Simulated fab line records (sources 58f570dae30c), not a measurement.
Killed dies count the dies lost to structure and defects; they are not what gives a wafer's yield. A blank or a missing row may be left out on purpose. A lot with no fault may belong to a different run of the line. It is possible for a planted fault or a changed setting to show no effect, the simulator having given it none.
The tool behind it: which one?    flow berkeley cmos170    7 lots with 21 wafers sampled at 2 steps, on a route of 331 steps

## WHAT THE GAUGES READ, wafer by wafer
UCB170_V1_BOW_MEAS_03.
lot   measured      on             V1_BOW (um)
L687  day 7 14:59   film metro-03  23 17 3
L690  day 8 02:12   film metro-04  20 20 16
L693  day 8 20:47   film metro-01  9 8 25
L702  day 10 16:50  film metro-03  20 26 27
L705  day 10 17:08  film metro-01  13 22 26
L706  day 11 17:25  film metro-03  24 29 14
L707  day 11 17:08  film metro-04  15 10 20

## WHAT TOOL EACH LOT RAN ON (gives the tool, then ch and the chambers of the sampled wafers, and finally the start)
lot   UCB170_CONTACT_ETCH_18
L687  rie diel-02 ch 1,2,3, day 7 14:59 or earlier
L690  rie diel-02 ch 2,3, day 8 02:12 or earlier
L693  rie diel-02 ch 1,3, day 8 20:47 or earlier
L702  rie diel-03 ch 1,2, day 10 16:50 or earlier
L705  rie diel-02 ch 0,2,3, day 10 17:08 or earlier
L706  rie diel-02 ch 2,3, day 11 17:25 or earlier
L707  rie diel-01 ch 0,1, day 11 17:08 or earlier
- UCB170_CONTACT_ETCH_18: etches PSG in CHF3/CF4/Ar, stops on TiSi2, target depth 840 nm, time 195 s.

## THE ANSWER, worked out from the rows above alone
Rule: the usual values come from the lots themselves. The widest of any qualifying gaps counts: lots, ordered by their means at a reading, are off when they make up no more than a third of the lots, leave a main group of 4 or more, and stand apart from it by 3 or more times the standard deviation of that group's means. The tables above print the reading to a certain number of digits; a main group whose means all agree to those digits is not used. A lot without any number at a reading at which 4 lots or more have one is off too. Any other lot the step has rows for is counted as sound.
No lot is off on any of the readings shown, so nothing can be concluded from this.

## WHAT HAD BEEN PUT IN BY THE SIMULATOR
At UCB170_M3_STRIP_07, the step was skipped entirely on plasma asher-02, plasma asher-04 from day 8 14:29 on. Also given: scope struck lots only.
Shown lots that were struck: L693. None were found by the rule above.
